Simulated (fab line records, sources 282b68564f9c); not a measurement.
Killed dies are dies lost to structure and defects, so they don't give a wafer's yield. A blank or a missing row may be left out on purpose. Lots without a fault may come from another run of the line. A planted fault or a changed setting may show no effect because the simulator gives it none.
fab line records | flow rit_cmos
record lots=5 wafers=15 last_day=7
route steps=202 shown ACTIVE@14 FOX1@20 FOX2@23 M1@202
lots that met no fault: from a run of the same line without faults
start_h: hours from the record's first day to the start of the lot's first wafer shown | wait_h: hours since the lot's step before | " the same as in the row above | L1.1+2: a row that stands for several wafers | - no value, or no start given | * or withheld: withheld | < > ~ a bound
route shown NAME@n: a module of which the file shows steps, and the number in the route of the first | usual: mean/standard deviation of fault-free wafers | same: alike in all rows | chamber/n: place in a boat | sites: the reading at each site | _std_site: their standard deviation | _edge_site: outer sites' mean less inner sites' | radius_mm: how far each site lies from the wafer's centre | mask NAME#n: copy n | behind: the tool/chamber that last shaped the wafer | hold: why the lot was held/for how many hours/how that ended | device: the transistor (n, p or np) that didn't switch | end of line: the same wafers' tests at the end of the route | a step without rows: its recipe alone | killed: dies lost to structure and defects at the first sort, not the wafer's yield | map: a wafer's dies, x killed, . not, _ none there
set.NAME: the setting as run; set.NAME@STEP: as run at that earlier step | model.NAME: the simulator's own value behind a step, which no gauge read
lots at some steps of the route; a table a step, a row a wafer
services: from which hour (start_h, from the record's first day; less than 0 if before it) a tool's chamber was out of use, for how many hours, and why
## steps
# step RIT_ACTIVE_ETCH_13
# recipe stop_on=SiO2 chemistry=SF6 target=Si3N4 time_s=210 over_etch_frac=0.4 SF6_flow_sccm=200 pressure_mtorr=260 rf_w=125 target_depth_a=2100
# usual drypump_motor_current_A=5.6/0.46 oes_product_au=0.817/0.011 run_length_s=238.5/0.33 throttle_valve_pct=7.52/0.1
# columns lot.wafer tool chamber start_h wait_h drypump_motor_current_A oes_product_au rf_hours_counter_h run_length_s throttle_valve_pct
L983.1 rie_diel-01 1 34.95 0.1 6.0 0.839 170 238.7 7.56
L983.3 " 3 " " 6.2 0.819 53 237.9 7.61
L983.5 " 0 " " 5.5 0.813 - 238.8 7.58
L984.1 rie_diel-01 3 40.99 0.1 6.2 0.817 53 238.1 7.63
L984.4 " 0 " " 5.6 0.813 7 238.6 7.56
L984.6 " 2 " " 5.0 0.817 - 238.4 7.49
L994.1 rie_diel-02 2 91.01 0.1 5.9 0.816 64 238.0 7.60
L994.2 " 0 " " 5.1 0.813 92 238.7 7.41
L994.6 " 0 " " 5.1 0.809 - 238.2 7.41
L996.1 rie_diel-02 3 100.63 0.1 5.9 0.808 27 238.6 7.64
L996.3 " 1 " " 4.7 0.813 152 238.5 7.44
L996.4 " 0 " " 5.1 0.815 92 238.6 7.41
L998.1 rie_diel-01 3 111.73 0.1 6.2 0.824 54 238.3 7.62
L998.5 " 1 " " 5.9 0.836 - 238.6 7.54
L998.6 " 0 " " 5.6 0.808 - 238.6 7.57
# step RIT_ACTIVE_STRIP_14
# recipe chemistry=O2 time_s=180 resist=NOVOLAK platen_temp_c=withheld power_w=500 pressure_mtorr=4000 o2_flow_sccm=4000
# usual drypump_motor_current_A=5.8/0.37 rf_refl_power_W=6.7/1.8
# columns lot.wafer tool chamber start_h wait_h drypump_motor_current_A rf_hours_counter_h rf_refl_power_W
L983.1 plasma_asher-03 1 35.09 0.1 5.6 39 3.4
L983.3 " 0 " " 5.7 - 6.8
L983.5 " 0 " " 5.6 - 6.7
L984.1 plasma_asher-03 0 41.12 0.1 5.6 40 6.6
L984.4 " 0 " " 5.7 - 6.7
L984.6 " 1 " " 5.6 - 3.6
L994.1 plasma_asher-03 0 91.15 0.1 5.7 45 6.4
L994.2 " 1 " " 5.6 45 3.5
L994.6 " 1 " " 5.6 - 3.4
L996.1 plasma_asher-02 0 100.76 0.1 5.5 45 8.0
L996.3 " 1 " " 5.5 - 7.4
L996.4 " 0 " " 5.4 - 7.9
L998.1 plasma_asher-02 0 111.87 0.1 5.4 46 8.1
L998.5 " 0 " " 5.5 - 8.2
L998.6 " 1 " " 5.5 - 7.0
# step RIT_ACTIVE_CD_MEAS_90
# recipe target_cd_nm=1400
# usual cd_nm=1399.5/2
# columns lot.wafer tool chamber start_h wait_h cd_nm
L983.1 cd_sem-01 - 35.26 0.1 1400.2
L983.3 " - " " 1399.6
L983.5 " - " " 1397.8
L984.1 cd_sem-01 - 41.30 0.1 1396.8
L984.4 " - " " 1397.4
L984.6 " - " " 1398.9
L994.1 cd_sem-02 - 91.32 0.1 1402.2
L994.2 " - " " 1399.0
L994.6 " - " " 1396.6
L996.1 cd_sem-02 - 100.94 0.1 1395.5
L996.3 " - " " 1397.0
L996.4 " - " " 1398.4
L998.1 cd_sem-01 - 112.04 0.1 1399.1
L998.5 " - " " 1400.0
L998.6 " - " " 1398.6
# step RIT_ACTIVE_CLEAN_15
# recipe chemistry=SC1 mix=3:3:50 time_s=600 temp_c=75
# step RIT_ACTIVE_CLEAN_16
# recipe chemistry=dHF dilution=50:1 time_s=30
# step RIT_ACTIVE_CLEAN_17
# recipe chemistry=SC2 mix=3:3:50 time_s=600 temp_c=75 dry=n2_spin
# step RIT_FOX1_OXIDATION_00
# recipe temp_c=1100 ambient=H2O target_thk_a=3507 p_h2o_torr=720 ox_time_s=1130
# step RIT_FOX1_THK_MEAS_01
# recipe reads=SiO2_of_FOX1_OXIDATION_00
# usual FOX1_OXIDE_THK=350/7.2
# columns lot.wafer tool chamber start_h wait_h FOX1_OXIDE_THK[nm]
L983.1 film_metro-01 - 38.45 0.0 347
L983.3 " - " " 348
L983.5 " - " " 342
L984.1 film_metro-03 - 43.37 0.0 355
L984.4 " - " " 354
L984.6 " - " " 348
L994.1 film_metro-03 - 93.60 0.0 357
L994.2 " - " " 348
L994.6 " - " " 346
L996.1 film_metro-01 - 105.29 0.0 346
L996.3 " - " " 345
L996.4 " - " " 349
L998.1 film_metro-02 - 113.84 0.0 352
L998.5 " - " " 349
L998.6 " - " " 361
# step RIT_FOX1_WET_ETCH_02
# recipe chemistry=BOE target_depth_nm=350 time_s=390 temp_c=21.5 dry=n2_spin dilution=10:1 target=SiO2
# step RIT_FOX2_OXIDATION_00
# recipe temp_c=1100 ambient=H2O target_thk_a=3507 p_h2o_torr=720 ox_time_s=1130
# step RIT_FOX2_THK_MEAS_01
# recipe reads=SiO2_of_FOX2_OXIDATION_00
# usual FOX2_OXIDE_THK=351/7.7
# columns lot.wafer tool chamber start_h wait_h FOX2_OXIDE_THK[nm]
L983.1 film_metro-01 - 40.32 0.0 337
L983.3 " - " " 334
L983.5 " - " " 338
L984.1 film_metro-02 - 44.86 0.0 365
L984.4 " - " " 364
L984.6 " - " " 358
L994.1 film_metro-02 - 95.56 0.0 336
L994.2 " - " " 340
L994.6 " - " " 347
L996.1 film_metro-01 - 109.06 0.0 349
L996.3 " - " " 347
L996.4 " - " " 345
L998.1 film_metro-04 - 115.34 0.0 353
L998.5 " - " " 356
L998.6 " - " " 352
# step RIT_FOX2_CLEAN_02
# recipe chemistry=dHF dilution=50:1 time_s=180
# step RIT_FOX2_WET_ETCH_03
# recipe chemistry=H3PO4 target=Si3N4 target_depth_nm=195 temp_c=165 time_s=2700
# usual bath_heat_duty_pct=28/3.3 run_length_s=2728/3.4
# columns lot.wafer tool chamber start_h wait_h bath_heat_duty_pct run_length_s model.SiO2_of_ACTIVE_OXIDATION_01.thk_nm
L983.1 wet_bench-02 0 40.44 0.0 25 2723 42.84
L983.3 " 0 " " 27 2723 41.48
L983.5 " 0 " " 27 2723 41.99
L984.1 wet_bench-02 3 44.98 0.0 29 4486 38.31
L984.4 " 3 " " 29 4486 37.94
L984.6 " 3 " " 30 4486 38.45
L994.1 wet_bench-01 2 95.67 0.0 29 2726 41.12
L994.2 " 2 " " 30 2726 42.53
L994.6 " 2 " " 29 2726 42.84
L996.1 wet_bench-01 2 109.18 0.0 31 2734 41.35
L996.3 " 2 " " 31 2734 40.9
L996.4 " 2 " " 30 2734 41.52
L998.1 wet_bench-04 1 115.46 0.0 30 2734 42.34
L998.5 " 1 " " 29 2734 42.26
L998.6 " 1 " " 29 2734 41.66
# step RIT_FOX2_THK_MEAS_90
# recipe reads=SiO2_of_FOX2_OXIDATION_00
# usual FIELD_OXIDE_LEFT_1_THK=324/7.8
# columns lot.wafer tool chamber start_h wait_h FIELD_OXIDE_LEFT_1_THK[nm]
L983.1 film_metro-01 - 41.20 0.0 310
L983.3 " - " " 307
L983.5 " - " " 311
L984.1 film_metro-04 - 45.80 0.0 330
L984.4 " - " " 330
L984.6 " - " " 324
L994.1 film_metro-04 - 96.43 0.0 309
L994.2 " - " " 313
L994.6 " - " " 320
L996.1 film_metro-01 - 110.00 0.0 322
L996.3 " - " " 320
L996.4 " - " " 317
L998.1 film_metro-01 - 116.36 0.0 325
L998.5 " - " " 328
L998.6 " - " " 325
# step RIT_M1_PROBE_99
# usual killed_at_M0_to_M3=0.0/0.083 killed_at_contacts=0.1/0.23 killed_at_front_end=6.7/2.7 killed_dies=6.7/2.7 killed_open=3.2/1.8 killed_short=3.5/1.9
# same gross_dies=264 killed_at_M4_up=0 killed_at_back_side=0 killed_at_other=0
# columns lot.wafer tool chamber start_h wait_h killed_at_M0_to_M3 killed_at_contacts killed_at_front_end killed_dies killed_open killed_short model.etest.pldd.width_nm model.etest.nldd.width_nm
L983.1 prober-01 - 79.87 0.1 0 0 10 10 5 5 3188 3183
L983.3 prober-01 - 79.97 0.2 0 0 9 9 4 5 3177 3204
L983.5 prober-01 - 80.07 0.2 1 0 4 5 2 3 3189 3176
L984.1 prober-02 - 86.39 0.1 0 0 5 5 2 3 3187 3181
L984.4 prober-02 - 86.54 0.2 0 0 6 6 4 2 3184 3172
L984.6 prober-02 - 86.64 0.2 0 1 10 11 6 5 3212 3217
L994.1 prober-01 - 137.57 0.1 0 0 9 9 5 4 3185 3195
L994.2 prober-01 - 137.62 0.1 0 0 7 7 5 2 3198 3167
L994.6 prober-01 - 137.82 0.2 0 0 8 8 6 2 3172 3159
L996.1 prober-01 - 148.33 0.1 0 0 6 6 4 2 3171 3172
L996.3 prober-01 - 148.43 0.2 0 0 7 7 3 4 3184 3180
L996.4 prober-01 - 148.48 0.2 0 0 8 8 2 6 3181 3168
L998.1 prober-01 - 158.10 0.1 0 0 6 6 4 2 3165 3164
L998.5 prober-01 - 158.30 0.2 0 0 3 3 0 3 3164 3151
L998.6 prober-01 - 158.35 0.2 0 0 4 4 0 4 3138 3144
# killed by level:class
L983.1 FOX1:geometric_particle:short=2 SPACER:geometric_particle:open=2 FOX1:geometric_particle:open=1 REOX:geometric_particle:open=1 REOX:geometric_particle:short=1 SPACER:geometric_particle:short=1 SILICIDE:geometric_particle:short=1 SILICIDE:geometric_particle:open=1
L983.3 SPACER:geometric_particle:short=4 SILICIDE:geometric_particle:open=2 GATE:geometric_particle:open=1 SPACER:geometric_particle:open=1 SILICIDE:geometric_particle:short=1
L983.5 GATE:geometric_particle:short=1 REOX:geometric_particle:open=1 REOX:geometric_particle:short=1 SILICIDE:geometric_particle:open=1 M1:geometric_particle:short=1
L984.1 GATE:geometric_particle:short=2 GATE:geometric_particle:open=1 SILICIDE:geometric_particle:short=1 SILICIDE:geometric_particle:open=1
L984.4 GATE:geometric_particle:short=2 SPACER:geometric_particle:open=2 FOX2:geometric_particle:open=1 GATE:geometric_particle:open=1
L984.6 GATE:geometric_particle:short=5 GATE:geometric_particle:open=3 FOX2:geometric_particle:open=1 SPACER:geometric_particle:open=1 CONTACT:geometric_particle:open=1
L994.1 GATE:geometric_particle:open=2 FOX1:geometric_particle:open=1 FOX1:geometric_particle:short=1 FOX2:geometric_particle:short=1 GATE:geometric_particle:short=1 SPACER:geometric_particle:open=1 SILICIDE:geometric_particle:open=1 SILICIDE:geometric_particle:short=1
L994.2 SPACER:geometric_particle:open=3 GATE:geometric_particle:short=1 GATE:geometric_particle:open=1 REOX:geometric_particle:open=1 SILICIDE:geometric_particle:short=1
L994.6 SPACER:geometric_particle:open=2 SILICIDE:geometric_particle:short=2 FOX1:geometric_particle:open=1 FOX2:geometric_particle:open=1 GATE:geometric_particle:open=1 REOX:geometric_particle:open=1
L996.1 SPACER:geometric_particle:open=2 FOX2:geometric_particle:open=1 GATE:geometric_particle:open=1 GATE:geometric_particle:short=1 SPACER:geometric_particle:short=1
L996.3 SPACER:geometric_particle:short=2 SPACER:geometric_particle:open=2 FOX1:geometric_particle:short=1 GATE:geometric_particle:short=1 REOX:geometric_particle:open=1
L996.4 GATE:geometric_particle:open=2 SPACER:geometric_particle:short=2 FOX2:geometric_particle:short=1 GATE:geometric_particle:short=1 REOX:geometric_particle:short=1 SILICIDE:geometric_particle:short=1
L998.1 GATE:geometric_particle:short=2 GATE:geometric_particle:open=2 FOX2:geometric_particle:open=1 SPACER:geometric_particle:open=1
L998.5 FOX2:geometric_particle:short=2 SILICIDE:geometric_particle:short=1
L998.6 FOX2:geometric_particle:short=2 FOX1:geometric_particle:short=1 GATE:geometric_particle:short=1
## services
# columns tool chamber start_h hours kind
rie_diel-02 - 12.49 0.5 repair
rie_diel-01 3 21.91 6.7 repair
rie_diel-01 2 28.70 2.9 repair
rie_diel-01 1 44.55 - clean
rie_diel-01 1 44.55 21.6 scheduled_down
rie_diel-01 1 44.55 21.6 vent_cycle
rie_diel-01 - 80.61 2.8 pm
rie_diel-01 0 95.68 8.3 repair
plasma_asher-03 - 108.84 9.0 pm
plasma_asher-03 0 108.84 9.0 vent_cycle
plasma_asher-03 1 108.84 9.0 vent_cycle
## key
first_sign step=RIT_FOX2_WET_ETCH_03 reading=run_length_s direction=up sigmas=99+ usual=* struck=*
effect none on later readings
model_effect step=RIT_FOX2_WET_ETCH_03 value=SiO2_of_ACTIVE_OXIDATION_01.thk_nm without=41.58 struck=38.23
model_effect step=RIT_M1_PROBE_99 value=etest.pldd.width_nm without=3155 struck=3195
met_at RIT_FOX2_WET_ETCH_03
struck_wafers L984.1,L984.4,L984.6
tester_left_out L984
fault kind=process_parameter_drift tool=wet_bench-02 chamber=3 onset_h=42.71 steps=RIT_FOX2_WET_ETCH_03 channel=time_s offset=* shape=step end_h=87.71 acts_in=* stated=*
# tester_left_out: of these lots the tester's yield and bins aren't shown, on N5 and GAA mostly nor the transistor test; their killed dies are dies lost to structure and defects alone, not to doping, threshold or leakage, so they don't give the yield
